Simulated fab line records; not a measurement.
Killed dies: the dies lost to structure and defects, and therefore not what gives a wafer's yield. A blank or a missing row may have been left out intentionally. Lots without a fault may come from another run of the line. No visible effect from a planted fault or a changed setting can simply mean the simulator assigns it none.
Which tool was responsible? || flow berkeleyCmos170 || 7 lots, 21 wafers sampled, at 3 steps of a route of 331

== WHAT THE GAUGES SHOWED, per wafer ==
UCB170_SPACER_THK_MEAS_01.
{"lot": "L969", "measured": "day 8 02:31", "on": "filmMetro-02", "SPACER_TEOS_THK (nm)": "375 376 382"}
{"lot": "L973", "measured": "day 8 17:20", "on": "filmMetro-04", "SPACER_TEOS_THK (nm)": "379 385 384"}
{"lot": "L972", "measured": "day 8 17:17", "on": "filmMetro-02", "SPACER_TEOS_THK (nm)": "381 378 376"}
{"lot": "L975", "measured": "day 8 23:34", "on": "filmMetro-04", "SPACER_TEOS_THK (nm)": "376 369 372"}
{"lot": "L978", "measured": "day 9 12:06", "on": "filmMetro-04", "SPACER_TEOS_THK (nm)": "378 372 377"}
{"lot": "L989", "measured": "day 11 13:10", "on": "filmMetro-01", "SPACER_TEOS_THK (nm)": "371 375 374"}
{"lot": "L991", "measured": "day 12 05:41", "on": "filmMetro-02", "SPACER_TEOS_THK (nm)": "375 367 378"}

== TOOL THAT RAN EACH LOT (tool first, then ch and the chambers of the sampled wafers, then the start) ==
{"lot": "L969", "UCB170_PLDD_STRIP_10": "plasmaAsher-01 ch 0,1, day 7 21:44", "UCB170_SPACER_CVD_00": "pecvd-02 ch 0,1, day 8 02:28"}
{"lot": "L973", "UCB170_PLDD_STRIP_10": "plasmaAsher-03 ch 0,1, day 8 13:19", "UCB170_SPACER_CVD_00": "pecvd-03 ch 0,1,2, day 8 17:16"}
{"lot": "L972", "UCB170_PLDD_STRIP_10": "plasmaAsher-04 ch 0,1, day 8 13:10", "UCB170_SPACER_CVD_00": "pecvd-01 ch 0,1,2, day 8 17:14"}
{"lot": "L975", "UCB170_PLDD_STRIP_10": "plasmaAsher-04 ch 0,1, day 8 21:26", "UCB170_SPACER_CVD_00": "pecvd-01 ch 0,1,2, day 8 23:31"}
{"lot": "L978", "UCB170_PLDD_STRIP_10": "plasmaAsher-01 ch 0,1, day 9 05:19", "UCB170_SPACER_CVD_00": "pecvd-03 ch 0,1, day 9 12:02"}
{"lot": "L989", "UCB170_PLDD_STRIP_10": "plasmaAsher-03 ch 0,1, day 11 11:04", "UCB170_SPACER_CVD_00": "pecvd-03 ch 1,2, day 11 13:05"}
{"lot": "L991", "UCB170_PLDD_STRIP_10": "plasmaAsher-01 ch 0,1, day 12 02:50", "UCB170_SPACER_CVD_00": "pecvd-02 ch 0,1,2, day 12 05:38"}
- UCB170_PLDD_STRIP_10: strips in O2.
- UCB170_SPACER_CVD_00: deposits SiO2 from TEOS/O2, target thk 376 nm, time 47 s.

== THE ANSWER, worked out from the rows above alone ==
Rule: the lots themselves supply what counts as usual. Put in order of their means at a reading, lots are off if they are a third of the lots or fewer, leave a main group of 4 or more, and stand apart from it by a gap of 3 or more times the standard deviation of the main group's means; of several such gaps the widest counts. A main group is skipped when, at the precision printed for the reading in the tables above, its means are all equal. Also off: a lot with no number at a reading for which 4 or more lots have one. Where the step has rows for the other lots, those lots are counted as sound.
No lot is off at any reading shown: from this, nothing can be told.

== WHAT HAD BEEN PUT IN BY THE SIMULATOR ==
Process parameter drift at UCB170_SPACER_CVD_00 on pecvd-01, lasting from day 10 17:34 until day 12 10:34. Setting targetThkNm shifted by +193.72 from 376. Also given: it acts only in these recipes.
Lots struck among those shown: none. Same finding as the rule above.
